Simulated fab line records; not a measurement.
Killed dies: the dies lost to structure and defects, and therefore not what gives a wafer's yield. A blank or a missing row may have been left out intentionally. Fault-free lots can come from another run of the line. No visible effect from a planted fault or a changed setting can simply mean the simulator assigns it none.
A struck lot beside a sound one | flow rit_cmos | 44 out of 202 route steps
Sound: the wafers L483.1, L483.3, L483.5. Wafers L492.3, L492.4, L492.5 were the ones struck. At the end, the cause is stated.
Each step with rows lists, per side, the tool, then ch with its chambers, then its first start. Under that, the readings that differ: sound wafers | struck wafers | difference of the means | sigmas: that difference in standard deviations of wafers without a fault.
alike: words and numbers the same on both sides, and readings whose means are apart by under 2 such deviations; not compared: readings that were withheld, readings missing a value for some wafer, numbers with overlapping values and no deviation given by the record, and bounds like >300 which may hide the same value.
Wherever a step has rows on one side only, a row that says differs or no value, or a row with sigmas, the two part there. Numbers that don't overlap but have no deviation are shown without sigmas and don't part them. A reading missing from all wafers of one side parts the sides only when that side holds two or more wafers.

first, 4 steps without rows for these wafers: RIT_PLDD_SOFTBAKE_02 (time 60 s); RIT_PLDD_EXPOSE_03 (exposes mask M8, target cd 40900 nm); RIT_PLDD_PEB_04; RIT_PLDD_DEVELOP_05 (develop time 50 s).
RIT_PLDD_OVL_MEAS_06:
  struck on overlay-01, day 5 05:02; sound on overlay-02, day 3 02:55
  alike: PLDD_OVL
then, 2 steps without rows for these wafers: RIT_PLDD_HARDBAKE_07 (time 60 s); RIT_PLDD_IMPLANT_08.
RIT_PLDD_STRIP_09: strips in O2, time 180 s.
  sound on plasma_asher-03 ch 0, day 3 03:14; struck on plasma_asher-02 ch 0,1, day 5 05:25
  alike: drypump_motor_current_A
  not compared: rf_hours_counter_h
RIT_PLDD_TW_MEAS_10:
  struck on film_metro-01, day 5 05:33; sound on film_metro-02, day 3 03:25
  alike: PLDD_TW
then, 3 steps without rows for these wafers: RIT_SPACER_CLEAN_00 (cleans in SC1, time 600 s); RIT_SPACER_CLEAN_01 (cleans in dHF, time 30 s); RIT_SPACER_CLEAN_02 (cleans in SC2, time 600 s).
RIT_SPACER_CVD_03: deposits Si3N4 from SiH2Cl2/NH3, target thk 250 nm, time 3300 s.
  sound on lpcvd-01 ch 1, day 3 03:51; struck on lpcvd-02 ch 1, day 5 05:57
  reading                                  | sound             | struck            | difference | sigmas
  model.Si3N4_of_SPACER_CVD_03.thk_nm (nm) | 252.1 252.4 247.9 | 226.6 228.6 228.4 | -22.9      |
RIT_SPACER_THK_MEAS_04:
  struck on film_metro-01, day 5 07:53; sound on film_metro-04, day 3 05:46
  reading                 | sound             | struck            | difference | sigmas
  SPACER_NITRIDE_THK (nm) | 251.9 252.3 248.0 | 226.5 228.5 228.3 | -23.0      | -9
RIT_SPACER_ETCHBACK_05: etches Si3N4 in SF6/CHF3, stops on SiO2, target depth 250 nm, time 240 s.
  sound on rie_diel-02 ch 1,2,3, day 3 05:49; struck on rie_diel-03 ch 1,2,3, day 5 07:56
  reading                  | sound             | struck            | difference | sigmas
  SF6_flow_sccm (sccm)     | 29.89 29.87 29.86 | 30.04 30.02 30.10 | +0.18      | +2
  oes_product_au (a.u.)    | 0.872 0.867 0.853 | 0.794 0.804 0.781 | -0.071     | -5
  model.etch.depth_nm (nm) | 252.1 252.4 247.9 | 226.6 228.6 228.4 | -22.9      |
  alike: drypump_motor_current_A, rf_fwd_power_W, throttle_valve_pct
  not compared: rf_hours_counter_h
then, 6 steps without rows for these wafers: RIT_NSD_HMDS_00 (prime time 60 s); RIT_NSD_COAT_01 (resist thk 1000 nm); RIT_NSD_SOFTBAKE_02 (time 60 s); RIT_NSD_EXPOSE_03 (exposes mask M9, target cd 40700 nm); RIT_NSD_PEB_04; RIT_NSD_DEVELOP_05 (develop time 50 s).
RIT_NSD_OVL_MEAS_06:
  struck on overlay-01, day 5 09:10; sound on overlay-01, day 3 06:56
  alike: NSD_OVL
then, 2 steps without rows for these wafers: RIT_NSD_HARDBAKE_07 (time 60 s); RIT_NSD_IMPLANT_08.
RIT_NSD_STRIP_09: strips in O2, time 180 s.
  sound on plasma_asher-04 ch 0,1, day 3 07:16; struck on plasma_asher-03 ch 0,1, day 5 09:34
  alike: drypump_motor_current_A
  not compared: rf_hours_counter_h
RIT_NSD_TW_MEAS_10:
  struck on film_metro-03, day 5 09:41; sound on film_metro-02, day 3 07:26
  reading | sound          | struck         | difference | sigmas
  NSD_TW  | 3073 3080 3078 | 3158 3154 3164 | +82        | +3
then, 6 steps without rows for these wafers: RIT_PSD_HMDS_00 (prime time 60 s); RIT_PSD_COAT_01 (resist thk 1000 nm); RIT_PSD_SOFTBAKE_02 (time 60 s); RIT_PSD_EXPOSE_03 (exposes mask M10, target cd 40900 nm); RIT_PSD_PEB_04; RIT_PSD_DEVELOP_05 (develop time 50 s).
RIT_PSD_OVL_MEAS_06:
  struck on overlay-01, day 5 10:43; sound on overlay-02, day 3 08:21
  alike: PSD_OVL
then, 2 steps without rows for these wafers: RIT_PSD_HARDBAKE_07 (time 60 s); RIT_PSD_IMPLANT_08.
RIT_PSD_STRIP_09: strips in O2, time 180 s.
  sound on plasma_asher-02 ch 1, day 3 08:41; struck on plasma_asher-02 ch 0,1, day 5 11:06
  reading                     | sound          | struck         | difference | sigmas
  drypump_motor_current_A (A) | 5.28 5.26 5.26 | 5.26 6.07 6.06 | +0.53      | +2
  not compared: rf_hours_counter_h
RIT_PSD_TW_MEAS_10:
  struck on film_metro-03, day 5 11:14; sound on film_metro-01, day 3 08:52
  alike: PSD_TW
then, 3 steps without rows for these wafers: RIT_SDANNEAL_CLEAN_00 (cleans in SC1, time 600 s); RIT_SDANNEAL_CLEAN_01 (cleans in dHF, time 30 s); RIT_SDANNEAL_CLEAN_02 (cleans in SC2, time 600 s).
RIT_SDANNEAL_RTA_03: time 5 s.
  sound on rtp_anneal-02 ch 0, day 3 09:17; struck on rtp_anneal-01 ch 0, day 5 11:41
  alike: chamber_o2_ppm, wafer_temp_C_max
RIT_SDANNEAL_RS_MEAS_04: uses a four-point probe to measure.
  struck on film_metro-02, day 5 11:46; sound on film_metro-03, day 3 09:20
  alike: PSD_RS
RIT_SILICIDE_WET_ETCH_00: etches SiO2 in BOE, target depth 14 nm, time 15 s.
  sound on wet_bench-04 ch 2, day 3 09:49; struck on wet_bench-02 ch 2, day 5 12:12
  reading                                  | sound             | struck            | difference | sigmas
  model.Si3N4_of_SPACER_CVD_03.thk_nm (nm) | 195.7 196.8 192.2 | 176.4 178.1 176.8 | -17.8      |
RIT_M1_PROBE_99:
  struck on prober-02, day 5 19:05; sound on prober-01, day 3 16:35
  reading                                | sound             | struck            | difference | sigmas
  model.etest.nmos_0p15.r_on_ohm_um      | 1156 1115 1153    | 1218 1185 1252    | +77        |
  model.etest.pplus_sal.width_nm (nm)    | 3418 3433 3445    | 3490 3494 3507    | +65        |
  model.etest.nplus_sal.width_nm (nm)    | 3431 3407 3443    | 3486 3480 3488    | +58        |
  model.etest.pwell_pinched.rs_ohm_sq    | 457.5 448.7 464.5 | 472.6 473.6 480   | +18.5      |
  model.etest.nwell_pinched.rs_ohm_sq    | 338 332.6 339.9   | 351.9 351.4 356.5 | +16.4      |
  model.etest.nmos_0p15.tox_inv_nm (nm)  | 4.529 4.518 4.471 | 4.304 4.256 4.298 | -0.220     |
  model.etest.diode_nplus_comb.cj_ff_um2 | 2.63 2.605 2.65   | 2.69 2.696 2.706  | +0.07      |
  alike: killed_at_contacts, killed_at_front_end, killed_dies, killed_open, killed_short

== WHERE THEY PART ==
Last at RIT_PSD_STRIP_09 as far as this record goes, first at RIT_SPACER_THK_MEAS_04. Later steps at which nothing parts them and some readings are alike: RIT_PSD_TW_MEAS_10, RIT_SDANNEAL_RTA_03, RIT_SDANNEAL_RS_MEAS_04, RIT_M1_PROBE_99.

WHY: whatever the simulator had introduced
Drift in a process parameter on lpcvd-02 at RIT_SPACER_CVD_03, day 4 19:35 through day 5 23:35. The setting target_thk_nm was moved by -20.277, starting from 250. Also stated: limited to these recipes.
